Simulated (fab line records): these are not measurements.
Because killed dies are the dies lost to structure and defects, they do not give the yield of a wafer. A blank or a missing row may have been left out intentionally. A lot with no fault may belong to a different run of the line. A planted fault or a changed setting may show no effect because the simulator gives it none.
What tool caused it? || flow rit-cmos || 42 wafers from 14 lots sampled at 6 of the route's 202 steps

== WHAT THE GAUGES SHOWED, per wafer ==
RIT_GATE_OVL_MEAS_17. Usual: GATE_OVL -1.4 nm, standard deviation 1.2.
{"lot": "L343", "measured": "day 2 12:19", "on": "overlay-02", "GATE_OVL (nm)": "-1.1 -3.4 -1.3", "flag": ""}
{"lot": "L345", "measured": "day 2 22:51", "on": "overlay-02", "GATE_OVL (nm)": "-3.2 -3.3 -1.2", "flag": ""}
{"lot": "L347", "measured": "day 3 09:09", "on": "overlay-01", "GATE_OVL (nm)": "-1.9 -1.3 -3.3", "flag": ""}
{"lot": "L348", "measured": "day 3 16:52", "on": "overlay-01", "GATE_OVL (nm)": "-2.0 -3.7 -1.2", "flag": ""}
{"lot": "L349", "measured": "day 3 20:11", "on": "overlay-02", "GATE_OVL (nm)": "-3.5 -1.5 -3.3", "flag": ""}
{"lot": "L350", "measured": "day 4 05:08", "on": "overlay-02", "GATE_OVL (nm)": "-0.8 -0.5 0.0", "flag": ""}
{"lot": "L351", "measured": "day 4 07:07", "on": "overlay-02", "GATE_OVL (nm)": "-0.1 -0.6 0.8", "flag": ""}
{"lot": "L352", "measured": "day 4 12:04", "on": "overlay-02", "GATE_OVL (nm)": "1.3 -2.1 -0.5", "flag": ""}
{"lot": "L353", "measured": "day 4 15:14", "on": "overlay-01", "GATE_OVL (nm)": "-1.3 -1.5 -1.6", "flag": ""}
{"lot": "L354", "measured": "day 4 19:44", "on": "overlay-01", "GATE_OVL (nm)": "-1.4 0.3 -1.9", "flag": ""}
{"lot": "L357", "measured": "day 5 12:08", "on": "overlay-01", "GATE_OVL (nm)": "-2.7 -0.1 -2.3", "flag": ""}
{"lot": "L360", "measured": "day 6 01:29", "on": "overlay-02", "GATE_OVL (nm)": "0.2 -0.5 -1.0", "flag": ""}
{"lot": "L362", "measured": "day 6 12:20", "on": "overlay-02", "GATE_OVL (nm)": "-0.4 -2.2 -0.4", "flag": ""}
{"lot": "L363", "measured": "day 6 17:34", "on": "overlay-01", "GATE_OVL (nm)": "0.0 0.5 -0.1", "flag": ""}

RIT_NLDD_OVL_MEAS_06. Usual: NLDD_OVL -0.3 nm, standard deviation 1.6.
{"lot": "L343", "measured": "day 2 16:58", "on": "overlay-01", "NLDD_OVL (nm)": "2.2 0.1 0.9", "flag": ""}
{"lot": "L345", "measured": "day 3 04:47", "on": "overlay-01", "NLDD_OVL (nm)": "-2.7 -1.7 -0.7", "flag": ""}
{"lot": "L347", "measured": "day 3 14:55", "on": "overlay-02", "NLDD_OVL (nm)": "-1.9 -2.6 -0.8", "flag": ""}
{"lot": "L348", "measured": "day 3 22:08", "on": "overlay-02", "NLDD_OVL (nm)": "0.4 1.4 0.2", "flag": ""}
{"lot": "L349", "measured": "day 4 00:44", "on": "overlay-02", "NLDD_OVL (nm)": "-0.2 1.2 0.3", "flag": ""}
{"lot": "L350", "measured": "day 4 09:41", "on": "overlay-01", "NLDD_OVL (nm)": "0.8 3.4 3.3", "flag": ""}
{"lot": "L351", "measured": "day 4 11:32", "on": "overlay-01", "NLDD_OVL (nm)": "2.1 1.6 0.9", "flag": ""}
{"lot": "L352", "measured": "day 4 16:37", "on": "overlay-02", "NLDD_OVL (nm)": "-0.3 0.4 -0.5", "flag": ""}
{"lot": "L353", "measured": "day 4 19:47", "on": "overlay-02", "NLDD_OVL (nm)": "2.5 1.8 0.6", "flag": ""}
{"lot": "L354", "measured": "day 5 00:22", "on": "overlay-01", "NLDD_OVL (nm)": "-0.8 -0.3 -0.9", "flag": ""}
{"lot": "L357", "measured": "day 5 16:33", "on": "overlay-01", "NLDD_OVL (nm)": "-0.2 0.6 -1.8", "flag": ""}
{"lot": "L360", "measured": "day 6 06:16", "on": "overlay-01", "NLDD_OVL (nm)": "-0.8 0.7 -0.3", "flag": ""}
{"lot": "L362", "measured": "day 6 16:58", "on": "overlay-01", "NLDD_OVL (nm)": "-2.6 -1.8 -1.3", "flag": ""}
{"lot": "L363", "measured": "day 6 21:59", "on": "overlay-01", "NLDD_OVL (nm)": "-0.9 0.0 -0.1", "flag": ""}

RIT_NSD_TW_MEAS_10. Usual: NSD_TW 3131, standard deviation 15.
{"lot": "L343", "measured": "day 2 23:08", "on": "film-metro-03", "NSD_TW": "3115 3119 3127", "flag": ""}
{"lot": "L345", "measured": "day 3 10:56", "on": "film-metro-02", "NSD_TW": "3131 3130 3130", "flag": ""}
{"lot": "L347", "measured": "day 3 20:46", "on": "film-metro-02", "NSD_TW": "3135 3122 3142", "flag": ""}
{"lot": "L348", "measured": "day 4 04:07", "on": "film-metro-02", "NSD_TW": "3152 3138 3136", "flag": ""}
{"lot": "L349", "measured": "day 4 06:50", "on": "film-metro-02", "NSD_TW": "3127 3145 3132", "flag": ""}
{"lot": "L350", "measured": "day 4 15:32", "on": "film-metro-03", "NSD_TW": "3133 3131 3118", "flag": ""}
{"lot": "L351", "measured": "day 4 17:26", "on": "film-metro-02", "NSD_TW": "3124 3126 3134", "flag": ""}
{"lot": "L352", "measured": "day 4 23:05", "on": "film-metro-04", "NSD_TW": "3129 3128 3141", "flag": ""}
{"lot": "L353", "measured": "day 5 01:39", "on": "film-metro-03", "NSD_TW": "3085 3098 3111", "flag": ""}
{"lot": "L354", "measured": "day 5 06:39", "on": "film-metro-04", "NSD_TW": "3142 3128 3133", "flag": ""}
{"lot": "L357", "measured": "day 5 22:35", "on": "film-metro-02", "NSD_TW": "3130 3127 3121", "flag": ""}
{"lot": "L360", "measured": "day 6 14:55", "on": "film-metro-02", "NSD_TW": "2902 2905 2903", "flag": "OFF"}
{"lot": "L362", "measured": "day 6 23:04", "on": "film-metro-04", "NSD_TW": "2882 2890 2873", "flag": "OFF"}
{"lot": "L363", "measured": "day 7 07:26", "on": "film-metro-04", "NSD_TW": "3139 3118 3115", "flag": ""}

RIT_SDANNEAL_RS_MEAS_05: measurement is done with a four-point probe. Usual: NSD_RS 84.36 ohm/sq, standard deviation 0.29.
{"lot": "L343", "measured": "day 3 01:10", "on": "film-metro-04", "NSD_RS (ohm/sq)": "84.42 84.53 84.42", "flag": ""}
{"lot": "L345", "measured": "day 3 13:06", "on": "film-metro-04", "NSD_RS (ohm/sq)": "84.65 84.46 84.50", "flag": ""}
{"lot": "L347", "measured": "day 3 23:03", "on": "film-metro-02", "NSD_RS (ohm/sq)": "83.84 83.67 84.01", "flag": ""}
{"lot": "L348", "measured": "day 4 06:08", "on": "film-metro-03", "NSD_RS (ohm/sq)": "84.34 84.10 84.16", "flag": ""}
{"lot": "L349", "measured": "day 4 08:59", "on": "film-metro-02", "NSD_RS (ohm/sq)": "84.50 84.20 84.36", "flag": ""}
{"lot": "L350", "measured": "day 4 17:34", "on": "film-metro-03", "NSD_RS (ohm/sq)": "84.38 84.03 83.99", "flag": ""}
{"lot": "L351", "measured": "day 4 19:38", "on": "film-metro-03", "NSD_RS (ohm/sq)": "84.30 84.19 84.36", "flag": ""}
{"lot": "L352", "measured": "day 5 01:16", "on": "film-metro-02", "NSD_RS (ohm/sq)": "84.21 84.15 84.27", "flag": ""}
{"lot": "L353", "measured": "day 5 03:40", "on": "film-metro-04", "NSD_RS (ohm/sq)": "84.26 83.98 84.30", "flag": ""}
{"lot": "L354", "measured": "day 5 08:42", "on": "film-metro-04", "NSD_RS (ohm/sq)": "84.73 84.70 84.44", "flag": ""}
{"lot": "L357", "measured": "day 6 00:39", "on": "film-metro-02", "NSD_RS (ohm/sq)": "84.18 84.03 84.05", "flag": ""}
{"lot": "L360", "measured": "day 6 17:04", "on": "film-metro-02", "NSD_RS (ohm/sq)": "110.55 110.69 110.64", "flag": "OFF"}
{"lot": "L362", "measured": "day 7 01:13", "on": "film-metro-02", "NSD_RS (ohm/sq)": "110.53 110.76 110.70", "flag": "OFF"}
{"lot": "L363", "measured": "day 7 09:30", "on": "film-metro-02", "NSD_RS (ohm/sq)": "84.50 84.40 84.42", "flag": ""}

== WHAT TOOL EACH LOT RAN ON (gives the tool, then ch and the chambers of the sampled wafers, and finally the start) ==
{"lot": "L343", "RIT_GATE_SOFTBAKE_12": "litho-track-04 ch 0, day 2 11:32", "RIT_NSD_IMPLANT_08": "implanter-02 ch 0, day 2 22:49"}
{"lot": "L345", "RIT_GATE_SOFTBAKE_12": "litho-track-03 ch 0, day 2 22:11", "RIT_NSD_IMPLANT_08": "implanter-02 ch 0, day 3 10:37"}
{"lot": "L347", "RIT_GATE_SOFTBAKE_12": "litho-track-03 ch 0, day 3 08:30", "RIT_NSD_IMPLANT_08": "implanter-02 ch 0, day 3 20:27"}
{"lot": "L348", "RIT_GATE_SOFTBAKE_12": "litho-track-03 ch 0, day 3 16:12", "RIT_NSD_IMPLANT_08": "implanter-01 ch 0, day 4 03:47"}
{"lot": "L349", "RIT_GATE_SOFTBAKE_12": "litho-track-01 ch 0, day 3 19:28", "RIT_NSD_IMPLANT_08": "implanter-01 ch 0, day 4 06:31"}
{"lot": "L350", "RIT_GATE_SOFTBAKE_12": "litho-track-04 ch 0, day 4 04:22", "RIT_NSD_IMPLANT_08": "implanter-03 ch 0, day 4 15:13"}
{"lot": "L351", "RIT_GATE_SOFTBAKE_12": "litho-track-04 ch 0, day 4 06:19", "RIT_NSD_IMPLANT_08": "implanter-01 ch 0, day 4 17:07"}
{"lot": "L352", "RIT_GATE_SOFTBAKE_12": "litho-track-01 ch 0, day 4 11:26", "RIT_NSD_IMPLANT_08": "implanter-02 ch 0, day 4 22:47"}
{"lot": "L353", "RIT_GATE_SOFTBAKE_12": "litho-track-01 ch 0, day 4 14:27", "RIT_NSD_IMPLANT_08": "implanter-02 ch 0, day 5 01:19"}
{"lot": "L354", "RIT_GATE_SOFTBAKE_12": "litho-track-04 ch 0, day 4 19:00", "RIT_NSD_IMPLANT_08": "implanter-01 ch 0, day 5 06:22"}
{"lot": "L357", "RIT_GATE_SOFTBAKE_12": "litho-track-01 ch 0, day 5 11:20", "RIT_NSD_IMPLANT_08": "implanter-02 ch 0, day 5 22:16"}
{"lot": "L360", "RIT_GATE_SOFTBAKE_12": "litho-track-04 ch 0, day 6 00:49", "RIT_NSD_IMPLANT_08": "implanter-01 ch 0, day 6 14:35"}
{"lot": "L362", "RIT_GATE_SOFTBAKE_12": "litho-track-04 ch 0, day 6 11:40", "RIT_NSD_IMPLANT_08": "implanter-01 ch 0, day 6 22:44"}
{"lot": "L363", "RIT_GATE_SOFTBAKE_12": "litho-track-01 ch 0, day 6 16:47", "RIT_NSD_IMPLANT_08": "implanter-02 ch 0, day 7 07:08"}
- RIT_GATE_SOFTBAKE_12: time 61.23 s.
- RIT_NSD_IMPLANT_08

== WHAT THE TOOLS THEMSELVES READ (means of the sampled wafers that have a number; where no wafer has one, the mark that the record gives instead) ==
RIT_GATE_SOFTBAKE_12. Usual: plate-sensor-t-centre-C 90.969 C, standard deviation 0.012; plate-sensor-t-edge-C 91.021 C, standard deviation 0.0093.
{"lot": "L343", "tool": "litho-track-04", "plate-sensor-t-centre-C (C)": 90.966, "plate-sensor-t-edge-C (C)": 91.020, "flag": ""}
{"lot": "L345", "tool": "litho-track-03", "plate-sensor-t-centre-C (C)": 90.973, "plate-sensor-t-edge-C (C)": 91.024, "flag": ""}
{"lot": "L347", "tool": "litho-track-03", "plate-sensor-t-centre-C (C)": 90.972, "plate-sensor-t-edge-C (C)": 91.021, "flag": ""}
{"lot": "L348", "tool": "litho-track-03", "plate-sensor-t-centre-C (C)": 90.962, "plate-sensor-t-edge-C (C)": 91.027, "flag": ""}
{"lot": "L349", "tool": "litho-track-01", "plate-sensor-t-centre-C (C)": 90.970, "plate-sensor-t-edge-C (C)": 91.024, "flag": ""}
{"lot": "L350", "tool": "litho-track-04", "plate-sensor-t-centre-C (C)": 90.976, "plate-sensor-t-edge-C (C)": 91.022, "flag": ""}
{"lot": "L351", "tool": "litho-track-04", "plate-sensor-t-centre-C (C)": 90.969, "plate-sensor-t-edge-C (C)": 91.011, "flag": ""}
{"lot": "L352", "tool": "litho-track-01", "plate-sensor-t-centre-C (C)": 90.961, "plate-sensor-t-edge-C (C)": 91.024, "flag": ""}
{"lot": "L353", "tool": "litho-track-01", "plate-sensor-t-centre-C (C)": 90.980, "plate-sensor-t-edge-C (C)": 91.008, "flag": ""}
{"lot": "L354", "tool": "litho-track-04", "plate-sensor-t-centre-C (C)": 90.973, "plate-sensor-t-edge-C (C)": 91.024, "flag": ""}
{"lot": "L357", "tool": "litho-track-01", "plate-sensor-t-centre-C (C)": 90.968, "plate-sensor-t-edge-C (C)": 91.018, "flag": ""}
{"lot": "L360", "tool": "litho-track-04", "plate-sensor-t-centre-C (C)": 90.977, "plate-sensor-t-edge-C (C)": 91.027, "flag": ""}
{"lot": "L362", "tool": "litho-track-04", "plate-sensor-t-centre-C (C)": 90.967, "plate-sensor-t-edge-C (C)": 91.022, "flag": ""}
{"lot": "L363", "tool": "litho-track-01", "plate-sensor-t-centre-C (C)": 90.975, "plate-sensor-t-edge-C (C)": 91.023, "flag": ""}

RIT_NSD_IMPLANT_08. Usual: beam-energy-keV 25.351, standard deviation 0.0079; dose-ions-cm2 1.0002e+15, standard deviation 1e+12; end-station-pressure-torr 7.6e-06 Torr, standard deviation 4.1e-07; faraday-current-uA 3129, standard deviation 59.
{"lot": "L343", "tool": "implanter-02", "beam-energy-keV": 25.354, "dose-ions-cm2": 1.0001e+15, "end-station-pressure-torr (Torr)": 7.6e-06, "faraday-current-uA": 3092, "flag": ""}
{"lot": "L345", "tool": "implanter-02", "beam-energy-keV": 25.349, "dose-ions-cm2": 9.9933e+14, "end-station-pressure-torr (Torr)": 7.6e-06, "faraday-current-uA": 3126, "flag": ""}
{"lot": "L347", "tool": "implanter-02", "beam-energy-keV": 25.362, "dose-ions-cm2": 1.0006e+15, "end-station-pressure-torr (Torr)": 7.8e-06, "faraday-current-uA": 3162, "flag": ""}
{"lot": "L348", "tool": "implanter-01", "beam-energy-keV": 25.342, "dose-ions-cm2": 1.0002e+15, "end-station-pressure-torr (Torr)": 7.6e-06, "faraday-current-uA": 3153, "flag": ""}
{"lot": "L349", "tool": "implanter-01", "beam-energy-keV": 25.347, "dose-ions-cm2": 9.9970e+14, "end-station-pressure-torr (Torr)": 8.0e-06, "faraday-current-uA": 3111, "flag": ""}
{"lot": "L350", "tool": "implanter-03", "beam-energy-keV": 25.351, "dose-ions-cm2": 9.9860e+14, "end-station-pressure-torr (Torr)": 7.6e-06, "faraday-current-uA": 3176, "flag": ""}
{"lot": "L351", "tool": "implanter-01", "beam-energy-keV": 25.349, "dose-ions-cm2": 1.0001e+15, "end-station-pressure-torr (Torr)": 7.6e-06, "faraday-current-uA": 3125, "flag": ""}
{"lot": "L352", "tool": "implanter-02", "beam-energy-keV": 25.350, "dose-ions-cm2": 1.0004e+15, "end-station-pressure-torr (Torr)": 7.6e-06, "faraday-current-uA": 3064, "flag": ""}
{"lot": "L353", "tool": "implanter-02", "beam-energy-keV": 25.347, "dose-ions-cm2": 1.0005e+15, "end-station-pressure-torr (Torr)": 7.2e-06, "faraday-current-uA": 3141, "flag": ""}
{"lot": "L354", "tool": "implanter-01", "beam-energy-keV": 25.359, "dose-ions-cm2": 9.9970e+14, "end-station-pressure-torr (Torr)": 7.5e-06, "faraday-current-uA": 3136, "flag": ""}
{"lot": "L357", "tool": "implanter-02", "beam-energy-keV": 25.354, "dose-ions-cm2": 1.0006e+15, "end-station-pressure-torr (Torr)": 7.9e-06, "faraday-current-uA": 3035, "flag": ""}
{"lot": "L360", "tool": "implanter-01", "beam-energy-keV": 25.361, "dose-ions-cm2": 7.1603e+14, "end-station-pressure-torr (Torr)": 6.7e-06, "faraday-current-uA": 2260, "flag": "OFF"}
{"lot": "L362", "tool": "implanter-01", "beam-energy-keV": 25.361, "dose-ions-cm2": 7.1817e+14, "end-station-pressure-torr (Torr)": 6.5e-06, "faraday-current-uA": 2260, "flag": "OFF"}
{"lot": "L363", "tool": "implanter-02", "beam-energy-keV": 25.349, "dose-ions-cm2": 1.0000e+15, "end-station-pressure-torr (Torr)": 7.6e-06, "faraday-current-uA": 3147, "flag": ""}

== THE ANSWER, worked out from the rows above alone ==
Rule: take the mean of a lot's wafers that have a number; if it is more than 3 standard deviations from the usual mean, the lot is off. A lot without any number at a reading at which 4 lots or more have one is off too. Any other lot the step has rows for is counted as sound. First the gauges in route order, then the tools' own readings, where a lot's mean is used as printed above. The first step at which some lot is off is used, and at that step the reading that is off furthest; a lot without a number counts as furthest.
Off: L360, L362, at RIT_NSD_TW_MEAS_10 (NSD_TW).
If a tool, at a process step before that reading, ran all the lots that are off and no sound lot after the first of them, it fits. Not tried: the gauges at RIT_NSD_TW_MEAS_10; whatever is off there is also off at RIT_NSD_IMPLANT_08, on other tools, and gauge error can't account for it. Undecided on this evidence; 2 tools fit (litho-track-04 at RIT_GATE_SOFTBAKE_12, implanter-01 at RIT_NSD_IMPLANT_08).

== WHAT THE SIMULATOR HAD PUT IN ==
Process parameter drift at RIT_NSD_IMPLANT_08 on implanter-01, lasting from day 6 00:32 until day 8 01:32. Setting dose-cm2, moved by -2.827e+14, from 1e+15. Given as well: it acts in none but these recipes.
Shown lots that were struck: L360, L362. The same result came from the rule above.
